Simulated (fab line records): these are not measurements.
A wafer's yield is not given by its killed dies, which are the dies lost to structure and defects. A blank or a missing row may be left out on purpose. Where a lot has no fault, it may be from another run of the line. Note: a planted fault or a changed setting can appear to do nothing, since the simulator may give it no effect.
fab line records    flow berkeley-cmos170
record lots=5  wafers=23
route steps=331 shown PVT@120 GATE@125 FIELD@126 PLDD@153 NLDD@161 PSD@176 NSD@188 BACKSIDE@201 SDANNEAL@204
start-h: start of the lot's first displayed wafer, in hours after the record's first day    wait-h: how many hours have passed since the lot's step before this one    " repeats the value in the row above    L1.1+2: one row covering several wafers at once    - no value, or no start given    * or withheld: withheld    < > ~ a bound
route shown NAME@n: a module of which the file shows steps, and the number in the route of the first    usual: mean and standard deviation over wafers with no fault    same: alike in all rows    chamber/n: place in a boat    sites: readings site by site    _std_site: the standard deviation of these    _edge_site: the outer-site mean with the inner-site mean subtracted    radius-mm: how far each site lies from the wafer's centre    mask NAME#n: copy n    behind: tool/chamber where the wafer was last shaped    hold: cause of the lot's hold/its duration in hours/its outcome    device: whichever transistor did not switch (one of n, p or np)    end of line: at the end of the route, the tests of the same wafers    a step without rows: its recipe alone    killed: count of dies lost to structure and defects at first sort (not the wafer's yield)    map: dies across one wafer; x = killed, . = not, _ = none there
set.NAME: setting as actually run; set.NAME@STEP: the setting as run at that earlier step    model.NAME: the simulator's own value behind a step, which no gauge read
lots whose settings were changed on purpose; a table a step, a row a wafer
## steps
# step UCB170_PVT_DEVELOP_05
# recipe developer=TMAH  develop-time-s=45  resist=KrF  dev-temp-c=21
lot.wafer   tool            chamber  start-h  wait-h  set.develop-time-s
L074.1+2+5  litho-track-02  0        -        -       45
L074.4+6    "               0        "        "       51.71
L077.1+4+5  litho-track-01  0        -        -       42.9
L077.3+6    "               0        "        "       45
L076.1+2+4  litho-track-01  0        -        -       45
L078.1+2+4  litho-track-04  0        -        -       47.16
L078.5+6    "               0        "        "       45
L082.1+2    litho-track-04  0        -        -       45
L082.4+5+6  "               0        "        "       39.61
# step UCB170_PVT_IMPLANT_07
# recipe species=P  dose-cm2=2e+12  energy-kev=30  tilt-deg=7
# step UCB170_GATE_WET_ETCH_00
# recipe chemistry=dHF  dilution=25:1  target=SiO2  temp-c=25  time-s=200
# step UCB170_FIELD_THK_MEAS_91
# recipe reads=SiO2_of_FIELD_OXIDATION_01
# usual FIELD_OXIDE_LEFT_2_THK=346/7.3
lot.wafer  tool           chamber  start-h  wait-h  set.ox-time-s@FIELD_OXIDATION_01  FIELD_OXIDE_LEFT_2_THK[nm]
L074.1     film-metro-03  -        106.84   0.0     6577                              312
L074.2     "              -        "        "       6577                              317
L074.4     "              -        "        "       6577                              322
L074.5     "              -        "        "       6577                              319
L074.6     "              -        "        "       6577                              323
L077.1     film-metro-01  -        109.29   0.0     7944                              385
L077.3     "              -        "        "       7944                              375
L077.4     "              -        "        "       7944                              384
L077.5     "              -        "        "       7944                              377
L077.6     "              -        "        "       7944                              380
L076.1     film-metro-02  -        109.56   0.0     7200                              346
L076.2     "              -        "        "       7200                              352
L076.4     "              -        "        "       7200                              351
L078.1     film-metro-01  -        124.22   0.0     6172                              285
L078.2     "              -        "        "       6172                              298
L078.4     "              -        "        "       6172                              286
L078.5     "              -        "        "       6172                              296
L078.6     "              -        "        "       6172                              290
L082.1     film-metro-01  -        137.74   0.0     7200                              337
L082.2     "              -        "        "       7200                              351
L082.4     "              -        "        "       7200                              347
L082.5     "              -        "        "       7200                              348
L082.6     "              -        "        "       7200                              336
# step UCB170_GATE_EXPOSE_09
# recipe mask-id=POLY  target-cd-nm=350  na=0.5  sigma-outer=0.6  source-shape=conventional  dose-mj=21
lot.wafer   tool            chamber  start-h  wait-h  mask    set.dose-mj
L074.1+2+4  krf-scanner-01  0        116.18   -       POLY#0  21
L074.5+6    "               0        "        "       POLY#0  22.16
L076.1+2+4  krf-scanner-02  0        119.97   -       POLY#0  21
L077.1+3+6  krf-scanner-02  0        120.21   -       POLY#0  20.2
L077.4+5    "               0        "        "       POLY#0  21
L078.1+2    krf-scanner-01  0        131.58   -       POLY#0  22.39
L078.4+5+6  "               0        "        "       POLY#0  21
L082.1+2+5  krf-scanner-02  0        149.62   -       POLY#0  20.11
L082.4+6    "               0        "        "       POLY#0  21
# step UCB170_GATE_PEB_10
# recipe peb-temp-c=130  peb-time-s=withheld  resist=KrF
# step UCB170_GATE_DEVELOP_11
# recipe developer=TMAH  develop-time-s=45  resist=KrF  dev-temp-c=21
# step UCB170_GATE_CD_MEAS_12
# recipe target-cd-nm=350
# usual cd-nm=350.1/1.3
lot.wafer  tool       chamber  start-h  wait-h  set.dose-mj@GATE_EXPOSE_09  cd-nm
L074.1     cd-sem-02  -        116.68   -       21                          352.5
L074.2     "          -        "        "       21                          350.5
L074.4     "          -        "        "       21                          351.9
L074.5     "          -        "        "       22.16                       341.1
L074.6     "          -        "        "       22.16                       342.9
L076.1     cd-sem-02  -        120.37   -       21                          349.8
L076.2     "          -        "        "       21                          348.5
L076.4     "          -        "        "       21                          348.8
L077.1     cd-sem-02  -        120.64   -       20.2                        356.6
L077.3     "          -        "        "       20.2                        356.7
L077.4     "          -        "        "       21                          351.1
L077.5     "          -        "        "       21                          349.6
L077.6     "          -        "        "       20.2                        355.2
L078.1     cd-sem-02  -        131.97   -       22.39                       338.3
L078.2     "          -        "        "       22.39                       337.9
L078.4     "          -        "        "       21                          347.5
L078.5     "          -        "        "       21                          351.2
L078.6     "          -        "        "       21                          349.3
L082.1     cd-sem-02  -        150.01   -       20.11                       358.1
L082.2     "          -        "        "       20.11                       357.8
L082.4     "          -        "        "       21                          352.3
L082.5     "          -        "        "       20.11                       359.3
L082.6     "          -        "        "       21                          350.6
# step UCB170_GATE_ETCH_15
# recipe chemistry=HBr/Cl2  target=poly-Si  stop-on=SiO2  over-etch-frac=0.3  icp-w=300  bias-w=150  time-s=56.3  pressure-mtorr=15  HBr_flow_sccm=150  Cl2_flow_sccm=50  target-depth-a=2782
lot.wafer  tool       chamber  start-h  wait-h  set.icp-w  set.dose-mj@GATE_EXPOSE_09  model.GATE.cd-nm
L074.1+4   rie-si-02  0,1      116.88   -       300        21                          352.6
L074.2     "          1        "        "       300        21                          351.4
L074.5     "          1        "        "       300        22.16                       341.7
L074.6     "          0        "        "       300        22.16                       342.8
L076.1     rie-si-01  0        120.56   -       300        21                          350.3
L076.2     "          3        "        "       300        21                          348.8
L076.4     "          2        "        "       300        21                          349.7
L077.1     rie-si-02  0        120.84   -       300        20.2                        357.4
L077.3     "          1        "        "       300        20.2                        357.2
L077.4     "          1        "        "       321.4      21                          351.6
L077.5     "          3        "        "       300        21                          349.4
L077.6     "          0        "        "       321.4      20.2                        356.1
L078.1     rie-si-01  3        132.17   -       289.3      22.39                       338
L078.2     "          0        "        "       300        22.39                       338.1
L078.4     "          1        "        "       289.3      21                          348.2
L078.5     "          3        "        "       300        21                          350.8
L078.6     "          2        "        "       300        21                          348.6
L082.1     rie-si-02  1        150.21   -       300        20.11                       358.6
L082.2     "          3        "        "       300        20.11                       358.8
L082.4     "          3        "        "       300        21                          353.5
L082.5     "          1        "        "       300        20.11                       360
L082.6     "          0        "        "       300        21                          351.2
# step UCB170_GATE_STRIP_16
# recipe chemistry=O2  power-w=400  pressure-mtorr=3500  platen-temp-c=withheld  o2-flow-sccm=400  overash-fraction=0.5
# step UCB170_GATE_CD_MEAS_90
# recipe target-cd-nm=350
# usual cd-nm=350.3/1.5
lot.wafer  tool       chamber  start-h  wait-h  set.dose-mj@GATE_EXPOSE_09  cd-nm
L074.1     cd-sem-02  -        117.05   0.1     21                          352.7
L074.2     "          -        "        "       21                          351.2
L074.4     "          -        "        "       21                          352.5
L074.5     "          -        "        "       22.16                       341.7
L074.6     "          -        "        "       22.16                       342.7
L076.1     cd-sem-02  -        120.76   0.1     21                          350.3
L076.2     "          -        "        "       21                          348.6
L076.4     "          -        "        "       21                          349.7
L077.1     cd-sem-02  -        120.99   0.1     20.2                        357.2
L077.3     "          -        "        "       20.2                        357.1
L077.4     "          -        "        "       21                          351.8
L077.5     "          -        "        "       21                          349.4
L077.6     "          -        "        "       20.2                        356.1
L078.1     cd-sem-01  -        132.32   0.1     22.39                       338.0
L078.2     "          -        "        "       22.39                       338.0
L078.4     "          -        "        "       21                          348.2
L078.5     "          -        "        "       21                          351.1
L078.6     "          -        "        "       21                          348.8
L082.1     cd-sem-01  -        150.36   0.1     20.11                       358.3
L082.2     "          -        "        "       20.11                       358.4
L082.4     "          -        "        "       21                          353.5
L082.5     "          -        "        "       20.11                       360.0
L082.6     "          -        "        "       21                          350.9
# step UCB170_PLDD_IMPLANT_08
# recipe species=BF2  dose-cm2=5e+13  energy-kev=10  tilt-deg=7  rotation-deg=0
lot.wafer   tool          chamber  start-h  wait-h  set.dose-cm2
L074.1+2    implanter-01  0        119.31   0.1     5e+13
L074.4+5+6  "             0        "        "       5.325e+13
L076.1+2+4  implanter-01  0        122.39   0.0     5e+13
L077.1+4    implanter-04  0        122.67   0.0     5.285e+13
L077.3+5+6  "             0        "        "       5e+13
L078.1+2+5  implanter-04  0        133.79   0.0     4.664e+13
L078.4+6    "             0        "        "       5e+13
L082.1+5    implanter-01  0        151.78   0.0     5e+13
L082.2+4+6  "             0        "        "       5.205e+13
# step UCB170_NLDD_EXPOSE_03
# recipe mask-id=NSELECT  na=0.5  sigma-outer=0.6  source-shape=conventional  target-cd-nm=1200  dose-mj=30
lot.wafer   tool            chamber  start-h  wait-h  mask       set.dose-mj
L074.1+5+6  krf-scanner-02  0        120.68   0.1     NSELECT#0  29.29
L074.2+4    "               0        "        "       NSELECT#0  30
L077.1+3    krf-scanner-02  0        125.00   0.1     NSELECT#0  31.8
L077.4+5+6  "               0        "        "       NSELECT#0  30
L076.1+2+4  krf-scanner-01  0        125.24   0.3     NSELECT#0  30
L078.1+5    krf-scanner-02  0        135.39   0.2     NSELECT#0  30
L078.2+4+6  "               0        "        "       NSELECT#0  28.82
L082.1+2+6  krf-scanner-02  0        153.32   0.2     NSELECT#0  28.64
L082.4+5    "               0        "        "       NSELECT#0  30
# step UCB170_NLDD_PEB_04
# recipe peb-temp-c=130  peb-time-s=withheld  resist=KrF
# step UCB170_NLDD_DEVELOP_05
# recipe developer=TMAH  develop-time-s=45  resist=KrF  dev-temp-c=21
# step UCB170_NLDD_CD_MEAS_06
# recipe target-cd-nm=1200
# usual cd-nm=1200.1/1.1
lot.wafer  tool       chamber  start-h  wait-h  set.dose-mj@NLDD_EXPOSE_03  cd-nm
L074.1     cd-sem-01  -        121.07   -       29.29                       1196.5
L074.2     "          -        "        "       30                          1200.6
L074.4     "          -        "        "       30                          1201.2
L074.5     "          -        "        "       29.29                       1197.0
L074.6     "          -        "        "       29.29                       1195.0
L077.1     cd-sem-02  -        125.74   -       31.8                        1210.1
L077.3     "          -        "        "       31.8                        1209.7
L077.4     "          -        "        "       30                          1198.9
L077.5     "          -        "        "       30                          1199.4
L077.6     "          -        "        "       30                          1200.6
L076.1     cd-sem-01  -        125.94   -       30                          1199.7
L076.2     "          -        "        "       30                          1199.7
L076.4     "          -        "        "       30                          1199.2
L078.1     cd-sem-01  -        135.84   -       30                          1198.8
L078.2     "          -        "        "       28.82                       1191.8
L078.4     "          -        "        "       28.82                       1191.7
L078.5     "          -        "        "       30                          1199.6
L078.6     "          -        "        "       28.82                       1191.4
L082.1     cd-sem-02  -        153.81   -       28.64                       1193.4
L082.2     "          -        "        "       28.64                       1192.1
L082.4     "          -        "        "       30                          1200.7
L082.5     "          -        "        "       30                          1199.5
L082.6     "          -        "        "       28.64                       1193.1
# step UCB170_PSD_COAT_01
# recipe resist=KrF  spin-rpm=1500  resist-thk-nm=900
lot.wafer  tool            chamber  start-h  wait-h  set.spin-rpm  model.KrF_of_PSD_COAT_01.thk-nm
L074.1     litho-track-04  0        126.15   0.1     1500          898.1
L074.2     "               0        "        "       1468          907.4
L074.4     "               0        "        "       1500          896.7
L074.5     "               0        "        "       1500          899.2
L074.6     "               0        "        "       1468          905.6
L076.1     litho-track-02  0        131.92   0.1     1500          902.4
L076.2     "               0        "        "       1500          901.2
L076.4     "               0        "        "       1500          905.8
L077.1     litho-track-01  0        131.92   0.1     1500          901.7
L077.3     "               0        "        "       1567          881.1
L077.4     "               0        "        "       1500          898.5
L077.5     "               0        "        "       1500          901.3
L077.6     "               0        "        "       1567          878.7
L078.1     litho-track-01  0        141.08   0.1     1500          896.5
L078.2     "               0        "        "       1553          883
L078.4     "               0        "        "       1553          881.7
L078.5     "               0        "        "       1500          896.8
L078.6     "               0        "        "       1500          898.6
L082.1     litho-track-02  0        158.09   0.1     1453          917
L082.2     "               0        "        "       1453          914.6
L082.4     "               0        "        "       1453          914.5
L082.5     "               0        "        "       1500          901.5
L082.6     "               0        "        "       1500          897.6
# step UCB170_PSD_IMPLANT_08
# recipe species=B  dose-cm2=3e+15  energy-kev=20  tilt-deg=7
lot.wafer       tool          chamber  start-h  wait-h  set.dose-cm2
L074.1+4+6      implanter-02  0        127.26   0.0     3e+15
L074.2+5        "             0        "        "       2.803e+15
L077.1+3+6      implanter-03  0        132.76   0.0     2.878e+15
L077.4+5        "             0        "        "       3e+15
L076.1+2+4      implanter-01  0        133.01   0.0     3e+15
L078.1+2+4+5+6  implanter-01  0        141.95   0.0     3e+15
L082.1+4+6      implanter-03  0        159.31   0.0     3e+15
L082.2+5        "             0        "        "       2.913e+15
# step UCB170_PSD_STRIP_09
# recipe chemistry=O2  power-w=400  pressure-mtorr=3500  platen-temp-c=withheld  o2-flow-sccm=400  overash-fraction=0.5
# usual strip-time-to-endpoint-s=29.35/0.097
lot.wafer  tool             chamber  start-h  wait-h  set.spin-rpm@PSD_COAT_01  set.dose-cm2@PSD_IMPLANT_08  strip-time-to-endpoint-s
L074.1     plasma-asher-04  1        127.41   0.1     1500                      3e+15                        29.22
L074.2     "                0        "        "       1468                      2.803e+15                    28.69
L074.4     "                1        "        "       1500                      3e+15                        29.22
L074.5     "                1        "        "       1500                      2.803e+15                    28.52
L074.6     "                0        "        "       1468                      3e+15                        29.39
L077.1     plasma-asher-02  0        132.91   0.1     1500                      2.878e+15                    28.97
L077.3     "                1        "        "       1567                      2.878e+15                    28.44
L077.4     "                0        "        "       1500                      3e+15                        29.33
L077.5     "                1        "        "       1500                      3e+15                        29.35
L077.6     "                0        "        "       1567                      2.878e+15                    28.36
L076.1     plasma-asher-04  1        133.16   0.1     1500                      3e+15                        29.47
L076.2     "                0        "        "       1500                      3e+15                        29.43
L076.4     "                0        "        "       1500                      3e+15                        29.57
L078.1     plasma-asher-04  0        142.10   0.1     1500                      3e+15                        29.24
L078.2     "                1        "        "       1553                      3e+15                        28.93
L078.4     "                0        "        "       1553                      3e+15                        28.86
L078.5     "                0        "        "       1500                      3e+15                        29.24
L078.6     "                1        "        "       1500                      3e+15                        29.33
L082.1     plasma-asher-03  0        159.46   0.1     1453                      3e+15                        29.77
L082.2     "                1        "        "       1453                      2.913e+15                    29.37
L082.4     "                1        "        "       1453                      3e+15                        29.72
L082.5     "                0        "        "       1500                      2.913e+15                    29.07
L082.6     "                1        "        "       1500                      3e+15                        29.34
# step UCB170_PSD_TW_MEAS_10
# usual PSD_TW=2319/23
lot.wafer  tool           chamber  start-h  wait-h  set.dose-cm2@PSD_IMPLANT_08  PSD_TW
L074.1     film-metro-04  -        127.51   0.1     3e+15                        2350
L074.2     "              -        "        "       2.803e+15                    2286
L074.4     "              -        "        "       3e+15                        2335
L074.5     "              -        "        "       2.803e+15                    2283
L074.6     "              -        "        "       3e+15                        2345
L077.1     film-metro-01  -        133.01   0.1     2.878e+15                    2267
L077.3     "              -        "        "       2.878e+15                    2264
L077.4     "              -        "        "       3e+15                        2288
L077.5     "              -        "        "       3e+15                        2294
L077.6     "              -        "        "       2.878e+15                    2263
L076.1     film-metro-03  -        133.26   0.1     3e+15                        2336
L076.2     "              -        "        "       3e+15                        2323
L076.4     "              -        "        "       3e+15                        2325
L078.1     film-metro-01  -        142.20   0.1     3e+15                        2290
L078.2     "              -        "        "       3e+15                        2298
L078.4     "              -        "        "       3e+15                        2306
L078.5     "              -        "        "       3e+15                        2286
L078.6     "              -        "        "       3e+15                        2297
L082.1     film-metro-01  -        159.56   0.1     3e+15                        2288
L082.2     "              -        "        "       2.913e+15                    2267
L082.4     "              -        "        "       3e+15                        2281
L082.5     "              -        "        "       2.913e+15                    2276
L082.6     "              -        "        "       3e+15                        2304
# step UCB170_NSD_COAT_01
# recipe resist=KrF  spin-rpm=1500  resist-thk-nm=900
lot.wafer  tool            chamber  start-h  wait-h  set.spin-rpm  model.KrF_of_NSD_COAT_01.thk-nm
L074.1     litho-track-04  0        127.96   0.1     1500          905
L074.2     "               0        "        "       1500          902
L074.4     "               0        "        "       1500          899.8
L074.5     "               0        "        "       1500          898.8
L074.6     "               0        "        "       1500          902.6
L077.1     litho-track-01  0        134.03   0.1     1611          867.4
L077.3     "               0        "        "       1500          896.3
L077.4     "               0        "        "       1500          897.5
L077.5     "               0        "        "       1500          897.6
L077.6     "               0        "        "       1611          864.4
L076.1     litho-track-01  0        134.48   0.1     1500          900.7
L076.2     "               0        "        "       1500          902.7
L076.4     "               0        "        "       1500          900.2
L078.1     litho-track-03  0        143.75   0.1     1500          903.9
L078.2     "               0        "        "       1468          915.5
L078.4     "               0        "        "       1500          905.7
L078.5     "               0        "        "       1500          907.7
L078.6     "               0        "        "       1468          915
L082.1     litho-track-04  0        162.37   0.1     1500          901.4
L082.2     "               0        "        "       1429          923.5
L082.4     "               0        "        "       1429          925.4
L082.5     "               0        "        "       1500          901.1
L082.6     "               0        "        "       1500          904.4
# step UCB170_NSD_SOFTBAKE_02
# recipe resist=KrF  temp-c=130  time-s=60
# step UCB170_NSD_EXPOSE_03
# recipe mask-id=NSELECT_MOD  na=0.5  sigma-outer=0.6  source-shape=conventional  target-cd-nm=1200  dose-mj=30
# step UCB170_NSD_IMPLANT_08
# recipe species=P  dose-cm2=3e+15  energy-kev=40  tilt-deg=7
# step UCB170_NSD_STRIP_09
# recipe chemistry=O2  power-w=400  pressure-mtorr=3500  platen-temp-c=withheld  o2-flow-sccm=400  overash-fraction=0.5
# usual strip-time-to-endpoint-s=35.85/0.079
lot.wafer  tool             chamber  start-h  wait-h  set.spin-rpm@NSD_COAT_01  strip-time-to-endpoint-s
L074.1     plasma-asher-02  0        129.11   0.1     1500                      35.92
L074.2     "                1        "        "       1500                      35.86
L074.4     "                1        "        "       1500                      35.85
L074.5     "                1        "        "       1500                      35.78
L074.6     "                0        "        "       1500                      35.88
L077.1     plasma-asher-04  0        135.64   0.1     1611                      34.98
L077.3     "                0        "        "       1500                      35.69
L077.4     "                1        "        "       1500                      35.74
L077.5     "                0        "        "       1500                      35.70
L077.6     "                1        "        "       1611                      34.97
L076.1     plasma-asher-02  0        135.92   0.1     1500                      35.77
L076.2     "                1        "        "       1500                      35.82
L076.4     "                0        "        "       1500                      35.76
L078.1     plasma-asher-01  0        145.32   0.1     1500                      35.90
L078.2     "                1        "        "       1468                      36.22
L078.4     "                0        "        "       1500                      35.98
L078.5     "                1        "        "       1500                      36.01
L078.6     "                0        "        "       1468                      36.26
L082.1     plasma-asher-01  0        163.75   0.1     1500                      35.88
L082.2     "                1        "        "       1429                      36.39
L082.4     "                0        "        "       1429                      36.44
L082.5     "                0        "        "       1500                      35.88
L082.6     "                1        "        "       1500                      35.94
# step UCB170_BACKSIDE_SOFTBAKE_02
# recipe resist=KrF  temp-c=130  time-s=60
lot.wafer       tool            chamber  start-h  wait-h  set.temp-c
L074.1+6        litho-track-02  0        129.81   0.1     130
L074.2+4+5      "               0        "        "       132.1
L077.1+5+6      litho-track-02  0        136.74   0.1     130
L077.3+4        "               0        "        "       131.2
L076.1+2+4      litho-track-02  0        137.19   0.1     130
L078.1+4        litho-track-02  0        146.33   0.1     130
L078.2+5+6      "               0        "        "       129
L082.1+2+4+5+6  litho-track-02  0        164.40   0.1     130
# step UCB170_BACKSIDE_STRIP_03
# recipe chemistry=O2  power-w=400  pressure-mtorr=3500  platen-temp-c=withheld  o2-flow-sccm=400  overash-fraction=0.5
# step UCB170_BACKSIDE_CLEAN_04
# recipe chemistry=SPM  temp-c=120  time-s=600
# step UCB170_SDANNEAL_RTA_00
# recipe temp-c=900  time-s=10  ambient=N2
# step UCB170_SDANNEAL_RTA_01
# recipe temp-c=1050  time-s=5  ambient=N2
# step UCB170_SDANNEAL_RS_MEAS_02
# recipe thk-meas-gauge=four-point-probe
# usual PSD_RS=75.77/0.29
lot.wafer  tool           chamber  start-h  wait-h  set.dose-cm2@PSD_IMPLANT_08  PSD_RS[ohm/sq]
L074.1     film-metro-03  -        130.36   0.0     3e+15                        76.28
L074.2     "              -        "        "       2.803e+15                    80.35
L074.4     "              -        "        "       3e+15                        76.12
L074.5     "              -        "        "       2.803e+15                    80.40
L074.6     "              -        "        "       3e+15                        76.61
L077.1     film-metro-04  -        137.30   0.0     2.878e+15                    77.50
L077.3     "              -        "        "       2.878e+15                    77.82
L077.4     "              -        "        "       3e+15                        75.72
L077.5     "              -        "        "       3e+15                        75.50
L077.6     "              -        "        "       2.878e+15                    77.82
L076.1     film-metro-03  -        137.78   0.1     3e+15                        75.56
L076.2     "              -        "        "       3e+15                        75.67
L076.4     "              -        "        "       3e+15                        75.51
L078.1     film-metro-01  -        146.88   0.0     3e+15                        76.20
L078.2     "              -        "        "       3e+15                        76.11
L078.4     "              -        "        "       3e+15                        76.28
L078.5     "              -        "        "       3e+15                        76.01
L078.6     "              -        "        "       3e+15                        76.10
L082.1     film-metro-01  -        164.96   0.0     3e+15                        75.72
L082.2     "              -        "        "       2.913e+15                    77.37
L082.4     "              -        "        "       3e+15                        75.98
L082.5     "              -        "        "       2.913e+15                    77.22
L082.6     "              -        "        "       3e+15                        75.54
# step UCB170_SDANNEAL_RS_MEAS_04
# recipe thk-meas-gauge=four-point-probe
# usual PLDD_RS=1033.2/2.6
lot.wafer  tool           chamber  start-h  wait-h  set.dose-cm2@PLDD_IMPLANT_08  PLDD_RS[ohm/sq]
L074.1     film-metro-03  -        130.60   0.1     5e+13                         1032.2
L074.2     "              -        "        "       5e+13                         1033.9
L074.4     "              -        "        "       5.325e+13                     1008.5
L074.5     "              -        "        "       5.325e+13                     1006.8
L074.6     "              -        "        "       5.325e+13                     1008.9
L077.1     film-metro-04  -        137.54   0.1     5.285e+13                     1010.0
L077.3     "              -        "        "       5e+13                         1033.2
L077.4     "              -        "        "       5.285e+13                     1007.7
L077.5     "              -        "        "       5e+13                         1034.6
L077.6     "              -        "        "       5e+13                         1033.2
L076.1     film-metro-03  -        138.02   0.1     5e+13                         1035.8
L076.2     "              -        "        "       5e+13                         1035.5
L076.4     "              -        "        "       5e+13                         1035.4
L078.1     film-metro-01  -        147.12   0.1     4.664e+13                     1061.9
L078.2     "              -        "        "       4.664e+13                     1063.5
L078.4     "              -        "        "       5e+13                         1034.2
L078.5     "              -        "        "       4.664e+13                     1061.4
L078.6     "              -        "        "       5e+13                         1032.4
L082.1     film-metro-01  -        165.20   0.1     5e+13                         1028.7
L082.2     "              -        "        "       5.205e+13                     1015.3
L082.4     "              -        "        "       5.205e+13                     1015.3
L082.5     "              -        "        "       5e+13                         1028.7
L082.6     "              -        "        "       5.205e+13                     1013.7
## key
split step=UCB170_PVT_DEVELOP_05  setting=develop-time-s  stated=45  by=wafer
response none clear
split step=UCB170_GATE_EXPOSE_09  setting=dose-mj  stated=21  by=wafer
response step=UCB170_GATE_CD_MEAS_12  reading=cd-nm  change=-1.68  per=1%  r=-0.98
response step=UCB170_GATE_ETCH_15  reading=model.GATE.cd-nm  change=-1.7  per=1%  r=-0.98
response step=UCB170_GATE_CD_MEAS_90  reading=cd-nm  change=-1.71  per=1%  r=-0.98
split step=UCB170_GATE_ETCH_15  setting=icp-w  stated=300  by=wafer
response none clear
split step=UCB170_PLDD_IMPLANT_08  setting=dose-cm2  stated=5e+13  by=wafer
response step=UCB170_SDANNEAL_RS_MEAS_04  reading=PLDD_RS  change=-4.06  per=1%  r=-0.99
split step=UCB170_NLDD_EXPOSE_03  setting=dose-mj  stated=30  by=wafer
response step=UCB170_NLDD_CD_MEAS_06  reading=cd-nm  change=+1.74  per=1%  r=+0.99
split step=UCB170_PSD_COAT_01  setting=spin-rpm  stated=1500  by=wafer
response step=UCB170_PSD_COAT_01  reading=model.KrF_of_PSD_COAT_01.thk-nm  change=-4.54  per=1%  r=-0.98
response step=UCB170_PSD_STRIP_09  reading=strip-time-to-endpoint-s  slope=*  per=1%  together-with=dose-cm2@PSD_IMPLANT_08  explained=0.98
split step=UCB170_PSD_IMPLANT_08  setting=dose-cm2  stated=3e+15  by=wafer
response step=UCB170_PSD_TW_MEAS_10  reading=PSD_TW  change=+8.09  per=1%  r=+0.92
response step=UCB170_SDANNEAL_RS_MEAS_02  reading=PSD_RS  change=-0.581  per=1%  r=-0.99
response step=UCB170_PSD_STRIP_09  reading=strip-time-to-endpoint-s  slope=*  per=1%  together-with=spin-rpm@PSD_COAT_01  explained=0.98
split step=UCB170_NSD_COAT_01  setting=spin-rpm  stated=1500  by=wafer
response step=UCB170_NSD_COAT_01  reading=model.KrF_of_NSD_COAT_01.thk-nm  change=-4.36  per=1%  r=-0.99
response step=UCB170_NSD_STRIP_09  reading=strip-time-to-endpoint-s  change=*  per=1%  r=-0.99
split step=UCB170_BACKSIDE_SOFTBAKE_02  setting=temp-c  stated=130  by=wafer
response none clear
split outside-this-file step=UCB170_FIELD_OXIDATION_01 setting=ox-time-s
# split outside-this-file: this setting was split too, and the file shows its column; the key of that split is in another file
